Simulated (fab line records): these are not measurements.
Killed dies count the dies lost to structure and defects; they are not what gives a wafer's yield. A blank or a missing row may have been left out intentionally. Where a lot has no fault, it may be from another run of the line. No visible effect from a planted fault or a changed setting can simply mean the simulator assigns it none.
Which of the tools did it? | flow berkeleyCmos170 | 13 lots, 39 wafers sampled, at 4 steps of a route of 331

== WHAT THE GAUGES READ, wafer by wafer ==
UCB170_V2_CD_MEAS_90 targets a cd of 700 nm. Usual: cdNm reads 700.0 nm (standard deviation 1.8).
lot  | measured     | on       | cdNm (nm)         | flag
L588 | day 7 00:07  | cdSem-02 | 697.2 699.3 699.6 | 
L590 | day 8 04:55  | cdSem-02 | 698.1 697.9 696.5 | 
L591 | day 8 05:32  | cdSem-01 | 704.8 701.8 701.1 | 
L589 | day 8 21:47  | cdSem-02 | 696.9 698.1 698.2 | 
L594 | day 9 02:01  | cdSem-01 | 700.4 701.6 701.3 | 
L593 | day 9 09:52  | cdSem-01 | 701.8 700.1 700.6 | 
L595 | day 9 11:07  | cdSem-01 | 698.6 698.5 699.5 | 
L596 | day 9 11:57  | cdSem-02 | 695.9 697.3 696.6 | 
L599 | day 10 05:11 | cdSem-02 | 699.7 698.4 699.0 | 
L600 | day 10 16:02 | cdSem-02 | 700.9 702.1 702.0 | 
L603 | day 10 17:36 | cdSem-02 | 699.9 699.4 698.4 | 
L601 | day 10 19:47 | cdSem-02 | 698.6 700.4 698.3 | 
L611 | day 12 00:41 | cdSem-01 | 704.4 702.0 703.4 | 

UCB170_M3_RS_MEAS_02: uses a four-point probe to measure. Usual: M3_AL_RS 0.0320 ohm/sq, standard deviation 0.00036.
lot  | measured     | on           | M3_AL_RS (ohm/sq)    | flag
L588 | day 7 00:23  | filmMetro-01 | 0.0321 0.0321 0.0315 | 
L590 | day 8 05:11  | filmMetro-03 | 0.0321 0.0321 0.0321 | 
L591 | day 8 05:50  | filmMetro-01 | 0.0321 0.0320 0.0323 | 
L589 | day 8 22:03  | filmMetro-01 | 0.0317 0.0317 0.0316 | 
L594 | day 9 02:17  | filmMetro-03 | 0.0320 0.0321 0.0323 | 
L593 | day 9 10:08  | filmMetro-02 | 0.0316 0.0314 0.0316 | 
L595 | day 9 11:23  | filmMetro-03 | 0.0319 0.0319 0.0324 | 
L596 | day 9 12:13  | filmMetro-02 | 0.0318 0.0319 0.0317 | 
L599 | day 10 05:28 | filmMetro-01 | 0.0322 0.0322 0.0323 | 
L600 | day 10 16:19 | filmMetro-01 | 0.0313 0.0316 0.0317 | 
L603 | day 10 17:52 | filmMetro-02 | 0.0322 0.0323 0.0319 | 
L601 | day 10 20:04 | filmMetro-01 | 0.0323 0.0326 0.0328 | 
L611 | day 12 00:58 | filmMetro-03 | 0.0326 0.0326 0.0327 | 

== TOOL THAT RAN EACH LOT (tool first, then ch and the chambers of the sampled wafers, then the start) ==
lot  | UCB170_M2_STRIP_19                  | UCB170_V2_CMP_02
L588 | plasmaAsher-04 ch 0,1, day 6 20:48  | cmp-02 ch 0,2,3, day 6 21:24
L590 | plasmaAsher-04 ch 0,1, day 8 02:04  | cmp-02 ch 0,1,2, day 8 02:29
L591 | plasmaAsher-01 ch 0,1, day 8 02:51  | cmp-02 ch 0,1,3, day 8 03:20
L589 | plasmaAsher-01 ch 1, day 8 18:41    | cmp-01 ch 0,1,3, day 8 19:13
L594 | plasmaAsher-01 ch 0, day 8 22:01    | cmp-01 ch 1,3, day 8 22:28
L593 | plasmaAsher-01 ch 0,1, day 9 06:45  | cmp-02 ch 0,1,3, day 9 07:20
L595 | plasmaAsher-04 ch 0,1, day 9 08:41  | cmp-02 ch 0,3, day 9 09:14
L596 | plasmaAsher-04 ch 0, day 9 09:33    | cmp-02 ch 0,2,3, day 9 09:59
L599 | plasmaAsher-01 ch 0,1, day 10 02:24 | cmp-02 ch 0,3, day 10 02:50
L600 | plasmaAsher-03 ch 0,1, day 10 13:01 | cmp-01 ch 0,1,2, day 10 13:32
L603 | plasmaAsher-03 ch 0,1, day 10 13:50 | cmp-01 ch 1,2,3, day 10 14:16
L601 | plasmaAsher-04 ch 0,1, day 10 14:56 | cmp-01 ch 0,1, day 10 15:40
L611 | plasmaAsher-01 ch 0,1, day 11 21:53 | cmp-02 ch 1,2,3, day 11 22:23
- UCB170_M2_STRIP_19: strips in O2.
- UCB170_V2_CMP_02: polishes SiO2.

== AS READ BY THE TOOLS THEMSELVES (means over the sampled wafers that have a number; for cases with no such wafer, the mark the record gives instead) ==
UCB170_M2_STRIP_19. Usual: drypumpMotorCurrentA 5.7 A, standard deviation 0.48; oesProductAu 0.547 a.u., standard deviation 0.016.
lot  | tool           | drypumpMotorCurrentA (A) | oesProductAu (a.u.) | flag
L588 | plasmaAsher-04 | 5.6                      | 0.561               | 
L590 | plasmaAsher-04 | 5.5                      | 0.553               | 
L591 | plasmaAsher-01 | 6.2                      | 0.544               | 
L589 | plasmaAsher-01 | 5.6                      | 0.549               | 
L594 | plasmaAsher-01 | 6.6                      | 0.552               | 
L593 | plasmaAsher-01 | 6.3                      | 0.542               | 
L595 | plasmaAsher-04 | 5.5                      | 0.563               | 
L596 | plasmaAsher-04 | 5.5                      | 0.528               | 
L599 | plasmaAsher-01 | 6.2                      | 0.523               | 
L600 | plasmaAsher-03 | 5.1                      | 0.531               | 
L603 | plasmaAsher-03 | 5.1                      | 0.551               | 
L601 | plasmaAsher-04 | 5.5                      | 0.528               | 
L611 | plasmaAsher-01 | 5.9                      | 0.554               | 

UCB170_V2_CMP_02. Usual: edgeZonePressureFrac 1.001, standard deviation 0.0048; motorCurrentA 16.1 A, standard deviation 1.2.
lot  | tool   | edgeZonePressureFrac | motorCurrentA (A) | flag
L588 | cmp-02 | 1.003                | 15.0              | 
L590 | cmp-02 | 1.000                | 15.7              | 
L591 | cmp-02 | 1.003                | 16.1              | 
L589 | cmp-01 | 0.999                | 16.5              | 
L594 | cmp-01 | 1.003                | 15.3              | 
L593 | cmp-02 | 1.005                | 16.4              | 
L595 | cmp-02 | 1.002                | 16.1              | 
L596 | cmp-02 | 0.999                | 15.5              | 
L599 | cmp-02 | 0.999                | 16.1              | 
L600 | cmp-01 | 1.004                | 17.3              | 
L603 | cmp-01 | 1.001                | 16.1              | 
L601 | cmp-01 | 1.004                | 18.0              | 
L611 | cmp-02 | 0.995                | 15.7              | 

== THE ANSWER, worked out from the rows above alone ==
Rule: a lot counts as off when the mean over its wafers that have a number is more than 3 standard deviations away from the usual mean. Also off: a lot with no number at a reading for which 4 or more lots have one. Any other lot the step has rows for is counted as sound. After the gauges, taken in route order, come the tools' own readings; for these a lot's mean is taken, as printed above. The first step at which some lot is off is used, and at that step the reading that is off furthest; a lot without a number counts as furthest.
Across all readings shown, no lot is off: no conclusion can be drawn from this.

== WHAT WAS PUT IN BY THE SIMULATOR ==
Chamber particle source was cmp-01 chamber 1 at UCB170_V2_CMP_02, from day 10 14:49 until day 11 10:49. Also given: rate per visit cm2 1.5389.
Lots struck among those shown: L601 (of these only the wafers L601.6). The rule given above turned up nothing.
